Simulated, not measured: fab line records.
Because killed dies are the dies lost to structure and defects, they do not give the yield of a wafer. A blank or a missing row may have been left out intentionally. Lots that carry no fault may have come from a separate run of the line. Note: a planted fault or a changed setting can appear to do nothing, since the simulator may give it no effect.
A single fault, viewed from 2 desks    flow berkeleyCmos170    what lay behind the numbers comes last; until then each desk has only its own

== AT THE METROLOGY DESK ==
Means of the sampled wafers that have a number, per lot and without regard to the tool the lot ran on: this is what the gauges read. A lot is out of limits, marked OUT, if its mean lies more than 4 standard deviations from the usual mean; the brackets give that distance.
Columns: A = PLDD_TW at UCB170_PLDD_TW_MEAS_11, usual 1017; B = PSD_RS at UCB170_SDANNEAL_RS_MEAS_02, usual 75.6 ohm/sq; C = NSD_RS at UCB170_SDANNEAL_RS_MEAS_03, usual 37.28 ohm/sq; D = PLDD_RS at UCB170_SDANNEAL_RS_MEAS_04, usual 1032.1 ohm/sq
lot   first seen here  A     B               C                D
L234  day 7 07:35      1029  75.7            37.24            1031.0
L235  day 7 08:04      1012  75.8            37.43            1031.9
L238  day 7 13:35      1015  75.5            37.30            1029.5
L236  day 7 13:58      1017  75.2            37.15            1026.4
L237  day 7 15:08      1030  75.5            37.40            1034.0
L239  day 9 00:46      1027  96.8 (+64) OUT  39.80 (+31) OUT  1047.7 (+5.8) OUT
L241  day 9 01:02      1014  96.5 (+63) OUT  39.83 (+31) OUT  1051.3 (+7.1) OUT
L243  day 9 01:47      1016  75.5            37.31            1030.3
L244  day 10 02:05     1027  76.0            37.18            1031.3
L250  day 10 21:01     1003  75.9            37.33            1037.0
L253  day 11 10:34     1015  75.9            37.23            1036.2
L255  day 12 07:01     1014  76.1            37.27            1031.8
L256  day 12 07:09     1025  75.4            37.24            1031.8
L257  day 12 07:34     1017  76.1            37.29            1032.4
Finding of this desk: L239, L241 out of limits, first seen on L239 at day 9 14:44 (PSD_RS at UCB170_SDANNEAL_RS_MEAS_02). In limits: L234, L235, L238, L236, L237, L243, L244, L250, L253, L255, L256, L257.

== FOR THE TOOL OWNER'S DESK: rtpAnneal-02 ==
At UCB170_SDANNEAL_RTA_01 (time 5 s), the tool's own readings, given per lot that ran on this tool as the mean of the sampled wafers with a number. A lot is out of limits, marked OUT, if its mean lies more than 4 standard deviations from the usual mean; the brackets give that distance.
Columns: A = lampPowerPct at UCB170_SDANNEAL_RTA_01, usual 39.6 %; B = wafer_temp_C_max at UCB170_SDANNEAL_RTA_01, usual 1053.8
lot   first seen here  A                B
L234  day 7 20:53      38.4             1054.3
L238  day 8 05:29      38.3             1054.1
L236  day 8 06:02      38.3             1054.8
L239  day 9 14:40      34.7 (-4.1) OUT  1014.9 (-44) OUT
L241  day 9 15:07      34.7 (-4.1) OUT  1013.8 (-45) OUT
L255  day 12 19:30     38.4             1054.8
L257  day 12 20:18     38.3             1053.8
Finding of this desk: L239, L241 out of limits; the first was L239 at day 9 14:40, on lampPowerPct at UCB170_SDANNEAL_RTA_01. In limits: L234, L238, L236, L255, L257.

== ALL TOGETHER ==
At day 9 14:40, on L239, L241, the tool owner's desk was in a position to raise an alarm.
L239, L241 would have let the metrology desk raise an alarm at day 9 14:44.
The lots listed all ran UCB170_SDANNEAL_RTA_01 on rtpAnneal-02.

== WHAT THE SIMULATOR PUT IN ==
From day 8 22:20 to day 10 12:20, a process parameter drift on rtpAnneal-02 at UCB170_SDANNEAL_RTA_01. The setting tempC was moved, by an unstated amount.
Struck lots among those shown: L239, L241.
Delay (hours) between the fault's onset and each desk's first out-of-limits reading: 16 at the tool owner's desk, 16 at the metrology desk.
